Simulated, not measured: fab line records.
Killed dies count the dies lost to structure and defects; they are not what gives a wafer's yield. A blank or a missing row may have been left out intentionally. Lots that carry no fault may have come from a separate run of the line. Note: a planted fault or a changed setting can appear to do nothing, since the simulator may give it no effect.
fab line records ; flow rit_cmos
record: lots: 7; wafers: 21; last_day: 6
route steps=202 shown ACTIVE@1 M1@202
lots that met no fault: taken from a fault-free run of the same line
start_h: hours from the record's first day to the start of the lot's first wafer shown ; wait_h: hours from the lot's prior step to this one ; " the same as in the row above ; L1.1+2: several wafers, shown together as one row ; - no value, or no start given ; * or withheld: withheld ; < > ~ a bound
route shown NAME@n: NAME is a module with steps in the file, n the number in the route of the first one ; usual: the fault-free wafers' mean and standard deviation ; same: alike in all rows ; chamber/n: place in a boat ; sites: the reading at each site ; _std_site: how widely they spread, as a standard deviation ; _edge_site: inner sites' mean taken away from outer sites' mean ; radius_mm: how far each site lies from the wafer's centre ; mask NAME#n: copy n ; behind: tool/chamber where the wafer was last shaped ; hold: reason for holding the lot/hours on hold/outcome of the hold ; device: the n, p or np transistor that did not switch ; end of line: the tests these same wafers got at the end of their route ; a step given without rows: its recipe and nothing more ; killed: at the first sort, the dies lost to defects and structure; wafer yield is something else ; map: a wafer's dies, x killed, . not, _ none there
set.NAME: setting as actually run; set.NAME@STEP: the setting as run at that earlier step ; model.NAME: the simulator's own value behind a step, which no gauge read
lots seen at some steps along the route; tables by step, rows by wafer
services: a tool's chamber out of use, with start hour (start_h, from the record's first day; less than 0 if before it), hours out, and reason
== steps ==
step: RIT_ACTIVE_BOW_MEAS_00
recipe: mode: bow
usual: INCOMING_BOW: 0/6.8
lot.wafer;tool;chamber;start_h;wait_h;INCOMING_BOW[um]
L701.1;film_metro-03;-;20.00;-;1
L701.4;film_metro-03;-;20.00;-;11
L701.6;film_metro-03;-;20.00;-;8
L703.1;film_metro-01;-;30.00;-;0
L703.2;film_metro-01;-;30.00;-;-1
L703.6;film_metro-01;-;30.00;-;16
L709.1;film_metro-03;-;60.00;-;-9
L709.4;film_metro-03;-;60.00;-;-1
L709.6;film_metro-03;-;60.00;-;-2
L710.2;film_metro-03;-;65.02;-;-2
L710.4;film_metro-03;-;65.02;-;-6
L710.6;film_metro-03;-;65.02;-;4
L711.3;film_metro-03;-;70.04;-;-1
L711.4;film_metro-03;-;70.04;-;-14
L711.5;film_metro-03;-;70.04;-;0
L714.1;film_metro-02;-;85.08;-;-5
L714.2;film_metro-02;-;85.08;-;-2
L714.4;film_metro-02;-;85.08;-;1
L717.3;film_metro-02;-;100.04;-;-4
L717.4;film_metro-02;-;100.04;-;6
L717.6;film_metro-02;-;100.04;-;-1
step: RIT_ACTIVE_OXIDATION_01
recipe: temp_c: 1000; ambient: O2; target_thk_a: 468; ox_time_s: 3360
step: RIT_ACTIVE_THK_MEAS_02
recipe: reads: SiO2_of_ACTIVE_OXIDATION_01
usual: ACTIVE_OXIDE_THK: 47.1/0.71
lot.wafer;tool;chamber;start_h;wait_h;ACTIVE_OXIDE_THK[nm]
L701.1;film_metro-02;-;22.79;0.0;46.2
L701.4;film_metro-02;-;22.79;0.0;46.7
L701.6;film_metro-02;-;22.79;0.0;46.7
L703.1;film_metro-01;-;32.62;0.0;47.4
L703.2;film_metro-01;-;32.62;0.0;47.2
L703.6;film_metro-01;-;32.62;0.0;47.6
L709.1;film_metro-03;-;62.05;0.0;47.3
L709.4;film_metro-03;-;62.05;0.0;46.5
L709.6;film_metro-03;-;62.05;0.0;47.9
L710.2;film_metro-02;-;67.06;0.0;47.1
L710.4;film_metro-02;-;67.06;0.0;47.3
L710.6;film_metro-02;-;67.06;0.0;47.6
L711.3;film_metro-01;-;72.87;0.0;46.3
L711.4;film_metro-01;-;72.87;0.0;46.6
L711.5;film_metro-01;-;72.87;0.0;46.4
L714.1;film_metro-01;-;88.24;0.0;47.0
L714.2;film_metro-01;-;88.24;0.0;46.3
L714.4;film_metro-01;-;88.24;0.0;46.8
L717.3;film_metro-01;-;103.65;0.0;46.2
L717.4;film_metro-01;-;103.65;0.0;47.1
L717.6;film_metro-01;-;103.65;0.0;46.6
step: RIT_ACTIVE_CVD_03
recipe: material: Si3N4; target_thk_nm: 150; temp_c: 810; precursor: SiH2Cl2/NH3; time_s: 1527; pressure_mtorr: 300; sih2cl2_flow_sccm: 60; nh3_flow_sccm: 150
usual: spike_tc_centre_C: 812.7/1.4; spike_tc_load_C: 835.0/1.3; spike_tc_source_C: 833/3.4
lot.wafer;tool;chamber;start_h;wait_h;spike_tc_centre_C;spike_tc_load_C;spike_tc_source_C;model.Si3N4_of_ACTIVE_CVD_03.thk_nm
L701.1;lpcvd-01;0;22.85;0.1;812.9;835.6;835;151.9
L701.4;lpcvd-01;0;22.85;0.1;814.8;835.9;835;151.3
L701.6;lpcvd-01;0;22.85;0.1;814.1;835.0;835;151.3
L703.1;lpcvd-01;0;32.68;0.1;814.1;835.0;835;152.9
L703.2;lpcvd-01;0;32.68;0.1;814.5;835.5;837;152.5
L703.6;lpcvd-01;0;32.68;0.1;813.9;833.2;835;153.4
L709.1;lpcvd-01;1;64.00;1.9;856.2;879.2;876;255.1
L709.4;lpcvd-01;1;64.00;1.9;856.8;879.9;876;255.9
L709.6;lpcvd-01;1;64.00;1.9;855.7;881.2;877;255.1
L710.2;lpcvd-01;1;67.11;0.0;856.7;883.4;877;255.5
L710.4;lpcvd-01;1;67.11;0.0;856.3;881.4;878;256.5
L710.6;lpcvd-01;1;67.11;0.0;856.5;881.8;877;256.4
L711.3;lpcvd-01;0;72.91;0.0;860.7;879.1;881;256.5
L711.4;lpcvd-01;0;72.91;0.0;857.6;879.7;879;256.5
L711.5;lpcvd-01;0;72.91;0.0;857.6;881.7;880;255.5
L714.1;lpcvd-02;1;88.30;0.1;810.4;834.2;826;152.5
L714.2;lpcvd-02;1;88.30;0.1;813.0;835.0;825;154
L714.4;lpcvd-02;1;88.30;0.1;814.2;835.3;828;153.8
L717.3;lpcvd-02;0;103.69;0.0;810.5;834.0;835;151.4
L717.4;lpcvd-02;0;103.69;0.0;810.9;834.1;835;150.7
L717.6;lpcvd-02;0;103.69;0.0;811.8;832.4;836;151.1
step: RIT_ACTIVE_THK_MEAS_04
recipe: reads: Si3N4_of_ACTIVE_CVD_03
usual: ACTIVE_NITRIDE_THK: 152.6/1.1
lot.wafer;tool;chamber;start_h;wait_h;ACTIVE_NITRIDE_THK[nm]
L701.1;film_metro-02;-;24.26;0.0;151.7
L701.4;film_metro-02;-;24.26;0.0;151.4
L701.6;film_metro-02;-;24.26;0.0;151.4
L703.1;film_metro-01;-;34.81;0.0;152.7
L703.2;film_metro-01;-;34.81;0.0;152.6
L703.6;film_metro-01;-;34.81;0.0;153.5
L709.1;film_metro-02;-;65.42;0.0;255.2
L709.4;film_metro-02;-;65.42;0.0;256.1
L709.6;film_metro-02;-;65.42;0.0;254.8
L710.2;film_metro-02;-;68.54;0.0;255.5
L710.4;film_metro-02;-;68.54;0.0;256.5
L710.6;film_metro-02;-;68.54;0.0;256.7
L711.3;film_metro-02;-;74.35;0.0;256.5
L711.4;film_metro-02;-;74.35;0.0;256.6
L711.5;film_metro-02;-;74.35;0.0;255.3
L714.1;film_metro-01;-;90.43;0.0;152.7
L714.2;film_metro-01;-;90.43;0.0;154.1
L714.4;film_metro-01;-;90.43;0.0;153.8
L717.3;film_metro-02;-;105.13;0.0;151.2
L717.4;film_metro-02;-;105.13;0.0;150.7
L717.6;film_metro-02;-;105.13;0.0;150.9
step: RIT_ACTIVE_HMDS_05
recipe: prime_time_s: 60; prime_temp_c: 140
step: RIT_ACTIVE_COAT_06
recipe: resist: NOVOLAK; spin_rpm: 3325; resist_thk_nm: 1000
step: RIT_ACTIVE_SOFTBAKE_07
recipe: resist: NOVOLAK; temp_c: 90; time_s: 60
step: RIT_ACTIVE_EXPOSE_08
recipe: mask_id: M1; na: 0.6; source_shape: conventional; sigma_outer: 0.6; target_cd_nm: 1400; dose_mj: 225
step: RIT_ACTIVE_PEB_09
recipe: resist: NOVOLAK; temp_c: withheld; time_s: withheld
step: RIT_ACTIVE_DEVELOP_10
recipe: resist: NOVOLAK; develop_time_s: 50; dev_temp_c: 23
step: RIT_ACTIVE_CD_MEAS_11
recipe: target_cd_nm: 1400
usual: cd_nm: 1398.4/2.2
lot.wafer;tool;chamber;start_h;wait_h;cd_nm
L701.1;cd_sem-02;-;25.17;-;1398.0
L701.4;cd_sem-02;-;25.17;-;1395.9
L701.6;cd_sem-02;-;25.17;-;1399.0
L703.1;cd_sem-02;-;35.84;-;1398.6
L703.2;cd_sem-02;-;35.84;-;1397.3
L703.6;cd_sem-02;-;35.84;-;1396.3
L709.1;cd_sem-01;-;66.45;-;1396.5
L709.4;cd_sem-01;-;66.45;-;1399.3
L709.6;cd_sem-01;-;66.45;-;1400.0
L710.2;cd_sem-01;-;69.46;-;1397.2
L710.4;cd_sem-01;-;69.46;-;1397.8
L710.6;cd_sem-01;-;69.46;-;1397.4
L711.3;cd_sem-02;-;75.28;-;1399.2
L711.4;cd_sem-02;-;75.28;-;1398.4
L711.5;cd_sem-02;-;75.28;-;1399.6
L714.1;cd_sem-01;-;91.53;-;1397.7
L714.2;cd_sem-01;-;91.53;-;1398.3
L714.4;cd_sem-01;-;91.53;-;1397.7
L717.3;cd_sem-01;-;106.06;-;1398.0
L717.4;cd_sem-01;-;106.06;-;1395.6
L717.6;cd_sem-01;-;106.06;-;1397.3
step: RIT_ACTIVE_HARDBAKE_12
recipe: resist: NOVOLAK; temp_c: 140; time_s: 60
step: RIT_ACTIVE_ETCH_13
recipe: stop_on: SiO2; chemistry: SF6; target: Si3N4; time_s: 210; over_etch_frac: 0.4; SF6_flow_sccm: 200; pressure_mtorr: 260; rf_w: 125; target_depth_a: 2100
usual: chamber_pressure_mTorr: 260.01/0.22; drypump_motor_current_A: 5.7/0.34; oes_product_au: 0.827/0.011; throttle_valve_pct: 7.53/0.19
lot.wafer;tool;chamber;start_h;wait_h;chamber_pressure_mTorr;drypump_motor_current_A;oes_product_au;rf_hours_counter_h;throttle_valve_pct;model.etch.depth_nm;model.ACTIVE.feature_depth_nm
L701.1;rie_diel-03;2;25.44;0.1;259.93;6.4;0.825;105;7.59;151.9;151.9
L701.4;rie_diel-03;3;25.44;0.1;260.25;5.9;0.805;-;7.50;151.3;151.3
L701.6;rie_diel-03;2;25.44;0.1;259.64;6.4;0.830;-;7.60;151.3;151.3
L703.1;rie_diel-04;0;36.11;0.1;260.14;5.8;0.830;47;7.77;152.9;153.2
L703.2;rie_diel-04;2;36.11;0.1;260.00;6.0;0.821;90;7.31;152.5;152.5
L703.6;rie_diel-04;0;36.11;0.1;260.06;5.8;0.831;-;7.78;153.4;153.8
L709.1;rie_diel-04;3;66.72;0.1;260.29;5.3;0.978;42;7.32;206.4;206.4
L709.4;rie_diel-04;0;66.72;0.1;260.27;5.8;1.003;47;7.79;211.1;211.1
L709.6;rie_diel-04;1;66.72;0.1;259.86;6.0;0.993;-;7.80;207.8;207.8
L710.2;rie_diel-04;1;69.71;0.1;260.13;6.1;0.993;43;7.81;206.8;206.8
L710.4;rie_diel-04;0;69.71;0.1;259.94;5.8;1.001;47;7.78;210.4;210.4
L710.6;rie_diel-04;2;69.71;0.1;259.92;6.0;0.973;-;7.29;206.5;206.5
L711.3;rie_diel-01;0;75.51;0.1;259.75;5.2;0.996;4;7.39;200.4;200.4
L711.4;rie_diel-01;3;75.51;0.1;259.96;5.4;0.974;8;7.53;205.9;205.9
L711.5;rie_diel-01;0;75.51;0.1;260.19;5.3;0.995;-;7.39;200.1;200.1
L714.1;rie_diel-03;2;91.80;0.1;259.99;6.4;0.831;106;7.58;152.5;152.5
L714.2;rie_diel-03;0;91.80;0.1;260.19;6.0;0.830;86;7.49;154;154
L714.4;rie_diel-03;3;91.80;0.1;260.08;5.9;0.819;119;7.52;153.8;153.8
L717.3;rie_diel-01;1;106.29;0.1;260.03;5.5;0.816;45;7.67;151.4;154.1
L717.4;rie_diel-01;0;106.29;0.1;260.14;5.3;0.842;5;7.37;150.7;150.7
L717.6;rie_diel-01;1;106.29;0.1;260.34;5.5;0.806;-;7.67;151.1;153.8
step: RIT_ACTIVE_STRIP_14
recipe: chemistry: O2; time_s: 180; resist: NOVOLAK; platen_temp_c: withheld; power_w: 500; pressure_mtorr: 4000; o2_flow_sccm: 4000
usual: chamber_pressure_mTorr: 4000/4.2; drypump_motor_current_A: 5.8/0.44; o2_flow_sccm: 4000/11
lot.wafer;tool;chamber;start_h;wait_h;chamber_pressure_mTorr;drypump_motor_current_A;o2_flow_sccm;rf_hours_counter_h
L701.1;plasma_asher-03;0;25.58;0.1;3995;6.1;4003;38
L701.4;plasma_asher-03;0;25.58;0.1;3999;6.1;4004;-
L701.6;plasma_asher-03;1;25.58;0.1;4004;5.7;3992;-
L703.1;plasma_asher-01;1;36.25;0.1;3997;5.2;4001;38
L703.2;plasma_asher-01;0;36.25;0.1;4001;5.1;4000;38
L703.6;plasma_asher-01;0;36.25;0.1;4002;5.1;3993;-
L709.1;plasma_asher-01;0;66.86;0.1;4008;5.1;4011;41
L709.4;plasma_asher-01;0;66.86;0.1;3999;5.1;4013;-
L709.6;plasma_asher-01;0;66.86;0.1;3999;5.1;4002;-
L710.2;plasma_asher-03;0;69.84;0.1;4000;6.1;3997;43
L710.4;plasma_asher-03;1;69.84;0.1;4000;5.6;3987;-
L710.6;plasma_asher-03;1;69.84;0.1;4000;5.6;3992;-
L711.3;plasma_asher-04;1;75.70;0.1;4003;6.4;4008;-
L711.4;plasma_asher-04;0;75.70;0.1;3999;5.8;4003;-
L711.5;plasma_asher-04;0;75.70;0.1;4005;5.8;4011;-
L714.1;plasma_asher-04;0;91.93;0.1;4003;5.8;3996;45
L714.2;plasma_asher-04;1;91.93;0.1;4000;6.4;3992;45
L714.4;plasma_asher-04;1;91.93;0.1;3997;6.4;3999;-
L717.3;plasma_asher-04;0;106.48;0.1;4007;5.8;3996;-
L717.4;plasma_asher-04;1;106.48;0.1;4001;6.4;4004;-
L717.6;plasma_asher-04;0;106.48;0.1;4006;5.8;4017;-
step: RIT_ACTIVE_CD_MEAS_90
recipe: target_cd_nm: 1400
usual: cd_nm: 1398.5/2.2
lot.wafer;tool;chamber;start_h;wait_h;cd_nm
L701.1;cd_sem-01;-;25.75;0.1;1398.5
L701.4;cd_sem-01;-;25.75;0.1;1396.1
L701.6;cd_sem-01;-;25.75;0.1;1399.0
L703.1;cd_sem-02;-;36.42;0.1;1398.6
L703.2;cd_sem-02;-;36.42;0.1;1397.9
L703.6;cd_sem-02;-;36.42;0.1;1396.7
L709.1;cd_sem-02;-;67.03;0.1;1396.2
L709.4;cd_sem-02;-;67.03;0.1;1399.3
L709.6;cd_sem-02;-;67.03;0.1;1399.9
L710.2;cd_sem-02;-;70.04;0.1;1397.6
L710.4;cd_sem-02;-;70.04;0.1;1397.6
L710.6;cd_sem-02;-;70.04;0.1;1397.3
L711.3;cd_sem-02;-;75.86;0.1;1399.8
L711.4;cd_sem-02;-;75.86;0.1;1397.8
L711.5;cd_sem-02;-;75.86;0.1;1399.6
L714.1;cd_sem-02;-;92.11;0.1;1398.2
L714.2;cd_sem-02;-;92.11;0.1;1398.9
L714.4;cd_sem-02;-;92.11;0.1;1397.6
L717.3;cd_sem-01;-;106.64;0.1;1397.6
L717.4;cd_sem-01;-;106.64;0.1;1396.0
L717.6;cd_sem-01;-;106.64;0.1;1397.0
step: RIT_ACTIVE_CLEAN_15
recipe: chemistry: SC1; mix: 3:3:50; time_s: 600; temp_c: 75
step: RIT_ACTIVE_CLEAN_16
recipe: chemistry: dHF; dilution: 50:1; time_s: 30
lot.wafer;tool;chamber;start_h;wait_h;model.Si3N4_of_ACTIVE_CVD_03.thk_nm
L701.1;wet_bench-02;0;26.06;0.0;151
L701.4+6;wet_bench-02;0;26.06;0.0;150.5
L703.1;wet_bench-01;3;36.72;0.0;152
L703.2;wet_bench-01;3;36.72;0.0;151.7
L703.6;wet_bench-01;3;36.72;0.0;152.6
L709.1+6;wet_bench-04;0;67.34;0.0;254.3
L709.4;wet_bench-04;0;67.34;0.0;255.1
L710.2;wet_bench-04;2;70.35;0.0;254.7
L710.4+6;wet_bench-04;2;70.35;0.0;255.6
L711.3;wet_bench-01;3;76.13;0.0;255.6
L711.4;wet_bench-01;3;76.13;0.0;255.7
L711.5;wet_bench-01;3;76.13;0.0;254.7
L714.1;wet_bench-02;1;92.42;0.0;151.7
L714.2;wet_bench-02;1;92.42;0.0;153.1
L714.4;wet_bench-02;1;92.42;0.0;152.9
L717.3;wet_bench-01;3;106.89;0.0;150.6
L717.4;wet_bench-01;3;106.89;0.0;149.9
L717.6;wet_bench-01;3;106.89;0.0;150.2
step: RIT_ACTIVE_CLEAN_17
recipe: chemistry: SC2; mix: 3:3:50; time_s: 600; temp_c: 75; dry: n2_spin
step: RIT_M1_PROBE_99
usual: killed_at_contacts: 0.1/0.23; killed_at_front_end: 7/3; killed_dies: 7/3; killed_on_rim: 2.0/1.2; killed_open: 3.3/2.1; killed_short: 3.7/1.9
same: gross_dies: 264; killed_at_M0_to_M3: 0; killed_at_M4_up: 0; killed_at_back_side: 0; killed_at_other: 0
lot.wafer;tool;chamber;start_h;wait_h;killed_at_contacts;killed_at_front_end;killed_dies;killed_on_rim;killed_open;killed_short
L701.1;prober-02;-;73.64;0.1;0;5;5;1;2;3
L701.4;prober-02;-;73.79;0.2;0;7;7;2;3;4
L701.6;prober-02;-;73.89;0.2;0;6;6;3;5;1
L709.1;prober-02;-;115.33;0.1;0;264;264;70;4;4
L709.4;prober-02;-;115.48;0.2;0;264;264;70;4;6
L709.6;prober-02;-;115.58;0.2;0;264;264;70;10;5
L710.2;prober-01;-;118.23;0.1;0;264;264;70;1;5
L710.4;prober-01;-;118.33;0.2;0;264;264;70;6;5
L710.6;prober-01;-;118.43;0.2;0;264;264;70;7;4
L711.3;prober-02;-;119.78;0.2;0;264;264;70;4;3
L711.4;prober-02;-;119.83;0.2;0;264;264;70;3;5
L711.5;prober-02;-;119.88;0.2;1;263;264;70;1;5
L714.1;prober-01;-;142.06;0.1;0;10;10;2;4;6
L714.2;prober-01;-;142.11;0.1;0;11;11;2;3;8
L714.4;prober-01;-;142.21;0.2;0;10;10;1;2;8
L717.3;prober-02;-;154.89;0.2;0;5;5;1;1;4
killed by level:class
L701.1 SPACER:geometric_particle:short=2 FOX1:geometric_particle:short=1 GATE:geometric_particle:open=1 SILICIDE:geometric_particle:open=1
L701.4 GATE:geometric_particle:short=2 GATE:geometric_particle:open=2 SPACER:geometric_particle:open=1 SPACER:geometric_particle:short=1 SILICIDE:geometric_particle:short=1
L701.6 GATE:geometric_particle:open=2 SPACER:geometric_particle:open=2 GATE:geometric_particle:short=1 SILICIDE:geometric_particle:open=1
L709.1 ACTIVE:area_etch=256 FOX1:geometric_particle:short=2 GATE:geometric_particle:open=2 SILICIDE:geometric_particle:open=2 SPACER:geometric_particle:short=1 SILICIDE:geometric_particle:short=1
L709.4 ACTIVE:area_etch=254 REOX:geometric_particle:open=3 FOX1:geometric_particle:short=2 GATE:geometric_particle:short=2 SILICIDE:geometric_particle:short=2 SILICIDE:geometric_particle:open=1
L709.6 ACTIVE:area_etch=249 SPACER:geometric_particle:open=3 FOX1:geometric_particle:short=2 FOX1:geometric_particle:open=2 GATE:geometric_particle:open=2 REOX:geometric_particle:open=2 SPACER:geometric_particle:short=2 FOX2:geometric_particle:open=1
L710.2 ACTIVE:area_etch=258 GATE:geometric_particle:short=2 FOX2:geometric_particle:short=1 REOX:geometric_particle:short=1 SPACER:geometric_particle:short=1 SILICIDE:geometric_particle:open=1
L710.4 ACTIVE:area_etch=253 GATE:geometric_particle:short=3 GATE:geometric_particle:open=3 SPACER:geometric_particle:short=2 SILICIDE:geometric_particle:open=2 SPACER:geometric_particle:open=1
L710.6 ACTIVE:area_etch=253 SPACER:geometric_particle:open=4 FOX1:geometric_particle:open=1 FOX1:geometric_particle:short=1 GATE:geometric_particle:short=1 REOX:geometric_particle:open=1 SPACER:geometric_particle:short=1 SILICIDE:geometric_particle:open=1
L711.3 ACTIVE:area_etch=257 GATE:geometric_particle:short=2 REOX:geometric_particle:open=2 FOX1:geometric_particle:open=1 GATE:geometric_particle:open=1 SILICIDE:geometric_particle:short=1
L711.4 ACTIVE:area_etch=256 FOX1:geometric_particle:short=2 REOX:geometric_particle:short=2 SPACER:geometric_particle:open=2 REOX:geometric_particle:open=1 SPACER:geometric_particle:short=1
L711.5 ACTIVE:area_etch=258 SILICIDE:geometric_particle:short=3 FOX1:geometric_particle:short=1 REOX:geometric_particle:open=1 CONTACT:geometric_particle:short=1
L714.1 GATE:geometric_particle:open=2 GATE:geometric_particle:short=2 FOX1:geometric_particle:short=1 FOX2:geometric_particle:open=1 REOX:geometric_particle:open=1 REOX:geometric_particle:short=1 SPACER:geometric_particle:short=1 SILICIDE:geometric_particle:short=1
L714.2 GATE:geometric_particle:short=4 FOX2:geometric_particle:short=2 FOX1:geometric_particle:short=1 GATE:geometric_particle:open=1 SPACER:geometric_particle:open=1 SILICIDE:geometric_particle:short=1 SILICIDE:geometric_particle:open=1
L714.4 GATE:geometric_particle:short=3 SILICIDE:geometric_particle:short=2 FOX1:geometric_particle:short=1 FOX1:geometric_particle:open=1 FOX2:geometric_particle:short=1 GATE:geometric_particle:open=1 REOX:geometric_particle:short=1
L717.3 GATE:geometric_particle:short=3 REOX:geometric_particle:short=1 REOX:geometric_particle:open=1
map L709.1 (x killed, . not)
________xxxxxxx_______
_____xxxxxxxxxxxxx____
____xxxxxxxxxxxxxxx___
___xxxxxxxxxxxxxxxxx__
__xxxxxxxxxxxxxxxxxxx_
__xxxxxxxxxxxxxxxxxxx_
_xxxxxxxxxxxxxxxxxxxxx
_xxxxxxxxxxxxxxxxxxxxx
_xxxxxxxxxxxxxxxxxxxxx
_xxxxxxxxxxxxxxxxxxxxx
__xxxxxxxxxxxxxxxxxxx_
__xxxxxxxxxxxxxxxxxxx_
___xxxxxxxxxxxxxxxxx__
____xxxxxxxxxxxxxxx___
_____xxxxxxxxxxxxx____
________xxxxxxx_______
map L710.2 (x killed, . not)
________xxxxxxx_______
_____xxxxxxxxxxxxx____
____xxxxxxxxxxxxxxx___
___xxxxxxxxxxxxxxxxx__
__xxxxxxxxxxxxxxxxxxx_
__xxxxxxxxxxxxxxxxxxx_
_xxxxxxxxxxxxxxxxxxxxx
_xxxxxxxxxxxxxxxxxxxxx
_xxxxxxxxxxxxxxxxxxxxx
_xxxxxxxxxxxxxxxxxxxxx
__xxxxxxxxxxxxxxxxxxx_
__xxxxxxxxxxxxxxxxxxx_
___xxxxxxxxxxxxxxxxx__
____xxxxxxxxxxxxxxx___
_____xxxxxxxxxxxxx____
________xxxxxxx_______
== services ==
tool;chamber;start_h;hours;kind
plasma_asher-03;-;8.36;3.6;repair
rie_diel-03;0;17.97;8.0;repair
rie_diel-01;2;21.06;5.6;repair
rie_diel-04;-;29.57;4.0;repair
rie_diel-03;-;37.04;14.6;pm
lpcvd-02;-;51.56;14.6;pm
plasma_asher-01;-;74.82;4.1;repair
rie_diel-04;-;92.32;0.2;repair
== key ==
first_sign: step: RIT_ACTIVE_CVD_03; reading: spike_tc_load_C; direction: up; sigmas: 35; usual: 835.0; struck: 880.8
effect: step: RIT_ACTIVE_CVD_03; reading: spike_tc_centre_C; direction: up; sigmas: 32; usual: 812.7; struck: 857.1
effect: step: RIT_ACTIVE_THK_MEAS_04; reading: ACTIVE_NITRIDE_THK; direction: up; sigmas: 98; usual: 152.6; struck: 255.9
effect: step: RIT_ACTIVE_ETCH_13; reading: oes_product_au; direction: up; sigmas: 15; usual: 0.827; struck: 0.989
effect: step: RIT_M1_PROBE_99; reading: killed_at_front_end; direction: up; sigmas: 85; usual: 7; struck: 264
model_effect: step: RIT_ACTIVE_CVD_03; value: Si3N4_of_ACTIVE_CVD_03.thk_nm; without: 151.8; struck: 255.9
model_effect: step: RIT_ACTIVE_ETCH_13; value: etch.depth_nm; without: 151.8; struck: 206.2
model_effect: step: RIT_ACTIVE_CLEAN_16; value: Si3N4_of_ACTIVE_CVD_03.thk_nm; without: 151; struck: 255.1
more_kills_born_at: RIT_ACTIVE_ETCH_13@rie_diel-04: 1523; RIT_ACTIVE_ETCH_13@rie_diel-01: 771
met_at RIT_ACTIVE_CVD_03
struck_wafers L709.1,L709.4,L709.6,L710.2,L710.4,L710.6,L711.3,L711.4,L711.5
later_rows_left_out L709.1,L709.4,L709.6,L710.2,L710.4,L710.6,L711.3,L711.4,L711.5
tester_left_out L709,L710,L711
onset_between 32.68 64.00
fault: kind: process_parameter_drift; tool: lpcvd-01; chamber: -; onset_h: 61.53; steps: RIT_ACTIVE_CVD_03; channel: temp_c; offset: *; shape: step; end_h: 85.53; acts_in: *; stated: *
tester_left_out: of these lots the tester's yield and bins aren't shown, on N5 and GAA mostly nor the transistor test; their killed dies are dies lost to structure and defects alone, not to doping, threshold or leakage, so they don't give the yield
later_rows_left_out: the simulator's readings of these wafers behind a module that went badly wrong aren't trusted and aren't shown, but for the sort
